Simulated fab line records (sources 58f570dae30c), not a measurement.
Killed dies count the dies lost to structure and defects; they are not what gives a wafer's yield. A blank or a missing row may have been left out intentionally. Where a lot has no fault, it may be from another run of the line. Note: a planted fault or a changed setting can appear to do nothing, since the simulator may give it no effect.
Check of tool commonality + flow berkeley-cmos170 + 13 lots and 39 wafers in the sample

WHAT PROMPTED THE OPENING
Flagged at UCB170_NLDD_CD_MEAS_06: reading cd-nm, on 1 of 13 lots. Fault-free wafers read 1199.9 nm, with a standard deviation of 1.3.
Rule: a lot gets a flag if all its wafers with a number sit over 4 standard deviations from that mean, or if no wafer of it has a number. The other lots count as sound.

| lot  | measured     | on        | cd-nm (nm), wafer by wafer | flag    |
|------|--------------|-----------|----------------------------|---------|
| L216 | day 7 15:32  | cd-sem-02 | 1198.6 1198.9 1198.5       |         |
| L217 | day 7 15:48  | cd-sem-01 | 1202.8 1200.0 1203.5       |         |
| L215 | day 7 15:54  | cd-sem-02 | 1200.4 1200.6 1199.2       |         |
| L218 | day 7 23:02  | cd-sem-01 | 1199.5 1198.3 1199.3       |         |
| L221 | day 8 11:29  | cd-sem-01 | 1198.4 1198.0 1199.8       |         |
| L223 | day 9 05:55  | cd-sem-02 | 961.3 962.5 962.1          | FLAGGED |
| L222 | day 9 06:21  | cd-sem-02 | 1198.5 1198.7 1199.1       |         |
| L227 | day 10 04:14 | cd-sem-01 | 1201.6 1199.4 1199.9       |         |
| L229 | day 10 08:25 | cd-sem-01 | 1200.6 1198.2 1197.8       |         |
| L232 | day 10 18:12 | cd-sem-01 | 1198.6 1200.8 1199.9       |         |
| L233 | day 10 18:25 | cd-sem-02 | 1199.2 1199.6 1199.9       |         |
| L234 | day 11 06:57 | cd-sem-02 | 1199.4 1198.3 1198.2       |         |
| L236 | day 11 23:45 | cd-sem-02 | 1199.6 1199.7 1199.1       |         |
The numbers of the flagged lots are 962.0 nm on average: -237.9 nm against the usual, or -99 or more standard deviations.

EACH LOT AND THE TOOL IT RAN ON
The record holds 3 process steps before the reading, out of a route of 331 steps. Read each cell as the tool, then ch plus the chambers that the sampled wafers visited, then the start.
| lot  | flag    | UCB170_NWELL_ETCH_13              | UCB170_ACTIVE_STRIP_16              | UCB170_NLDD_EXPOSE_03             |
|------|---------|-----------------------------------|-------------------------------------|-----------------------------------|
| L216 |         | rie-diel-03 ch 0,2,3, day 2 20:27 | plasma-asher-03 ch 0, day 5 04:53   | krf-scanner-01 ch 0, day 7 15:08  |
| L217 |         | rie-diel-04 ch 1,2,3, day 3 01:40 | plasma-asher-04 ch 0,1, day 5 09:02 | krf-scanner-02 ch 0, day 7 15:25  |
| L215 |         | rie-diel-03 ch 0,2,3, day 2 18:30 | plasma-asher-04 ch 0,1, day 5 05:14 | krf-scanner-02 ch 0, day 7 15:30  |
| L218 |         | rie-diel-02 ch 1,2,3, day 3 08:19 | plasma-asher-02 ch 0,1, day 5 16:28 | krf-scanner-02 ch 0, day 7 22:39  |
| L221 |         | rie-diel-04 ch 0,1,3, day 3 19:56 | plasma-asher-04 ch 0,1, day 6 01:12 | krf-scanner-02 ch 0, day 8 10:47  |
| L223 | FLAGGED | rie-diel-02 ch 1,2,3, day 4 13:19 | plasma-asher-04 ch 0,1, day 6 11:10 | krf-scanner-02 ch 0, day 9 05:19  |
| L222 |         | rie-diel-02 ch 0,1,2, day 4 06:47 | plasma-asher-03 ch 0,1, day 6 10:53 | krf-scanner-01 ch 0, day 9 05:48  |
| L227 |         | rie-diel-02 ch 0,2,3, day 5 06:41 | plasma-asher-03 ch 0,1, day 7 08:16 | krf-scanner-02 ch 0, day 10 03:37 |
| L229 |         | rie-diel-04 ch 0,1,3, day 5 17:16 | plasma-asher-02 ch 0,1, day 7 18:07 | krf-scanner-02 ch 0, day 10 08:01 |
| L232 |         | rie-diel-03 ch 1,2,3, day 6 05:02 | plasma-asher-03 ch 0,1, day 8 11:28 | krf-scanner-01 ch 0, day 10 17:26 |
| L233 |         | rie-diel-02 ch 0,1,3, day 6 05:02 | plasma-asher-02 ch 0,1, day 8 11:11 | krf-scanner-02 ch 0, day 10 17:42 |
| L234 |         | rie-diel-02 ch 1,2, day 6 15:03   | plasma-asher-02 ch 0,1, day 8 23:06 | krf-scanner-01 ch 0, day 11 05:36 |
| L236 |         | rie-diel-04 ch 1,2, day 7 06:10   | plasma-asher-04 ch 0,1, day 9 20:05 | krf-scanner-02 ch 0, day 11 23:07 |
What these steps do:
- UCB170_NWELL_ETCH_13: etches Si3N4 in CH3F/Ar/O2, stops on SiO2, target depth 246.4 nm, time 154 s.
- UCB170_ACTIVE_STRIP_16: strips in O2.
- UCB170_NLDD_EXPOSE_03: exposes mask NSELECT, target cd 1200 nm.
- UCB170_NLDD_CD_MEAS_06: target cd 1200 nm.

FLAGGED AGAINST TOTAL, ONE TOOL AT A TIME (gauges that did the reading follow at the end)
| step                   | tool            | lots run | flagged | share of the flagged lots | sound lots run after its first flagged lot |
|------------------------|-----------------|----------|---------|---------------------------|--------------------------------------------|
| UCB170_NWELL_ETCH_13   | rie-diel-02     | 6        | 1       | all                       | 3 (L227,L233,L234)                         |
| UCB170_NWELL_ETCH_13   | rie-diel-03     | 3        | 0       | none                      | -                                          |
| UCB170_NWELL_ETCH_13   | rie-diel-04     | 4        | 0       | none                      | -                                          |
| UCB170_ACTIVE_STRIP_16 | plasma-asher-02 | 4        | 0       | none                      | -                                          |
| UCB170_ACTIVE_STRIP_16 | plasma-asher-03 | 4        | 0       | none                      | -                                          |
| UCB170_ACTIVE_STRIP_16 | plasma-asher-04 | 5        | 1       | all                       | 1 (L236)                                   |
| UCB170_NLDD_EXPOSE_03  | krf-scanner-01  | 4        | 0       | none                      | -                                          |
| UCB170_NLDD_EXPOSE_03  | krf-scanner-02  | 9        | 1       | all                       | 4 (L227,L229,L233,L236)                    |
| UCB170_NLDD_CD_MEAS_06 | cd-sem-01       | 6        | 0       | none                      | -                                          |
| UCB170_NLDD_CD_MEAS_06 | cd-sem-02       | 7        | 1       | all                       | 4 (L222,L233,L234,L236)                    |

WHAT IS ALLOWED BY THE TABLE
4 rows of the table ran every flagged lot: rie-diel-02 at UCB170_NWELL_ETCH_13, plasma-asher-04 at UCB170_ACTIVE_STRIP_16, krf-scanner-02 at UCB170_NLDD_EXPOSE_03, cd-sem-02 at UCB170_NLDD_CD_MEAS_06.
- rie-diel-02 at UCB170_NWELL_ETCH_13 ran 6 lots, 1 of them flagged. After the first flagged lot (L227, L233, L234), sound lots still ran on it; a lasting fault on the whole tool would not permit that.
- plasma-asher-04 at UCB170_ACTIVE_STRIP_16 ran 5 lots, 1 of them flagged. After the first flagged lot (L236), sound lots still ran on it; a lasting fault on the whole tool would not permit that.
- krf-scanner-02 at UCB170_NLDD_EXPOSE_03 ran 9 lots, 1 of them flagged. After the first flagged lot (L227, L229, L233, L236), sound lots still ran on it; a lasting fault on the whole tool would not permit that.
- cd-sem-02 at UCB170_NLDD_CD_MEAS_06 ran 7 lots, 1 of them flagged. After the first flagged lot (L222, L233, L234, L236), sound lots still ran on it; a lasting fault on the whole tool would not permit that.
No row of the table ran every flagged lot and no sound lot after the first.

WHAT THE SIMULATOR PUT IN
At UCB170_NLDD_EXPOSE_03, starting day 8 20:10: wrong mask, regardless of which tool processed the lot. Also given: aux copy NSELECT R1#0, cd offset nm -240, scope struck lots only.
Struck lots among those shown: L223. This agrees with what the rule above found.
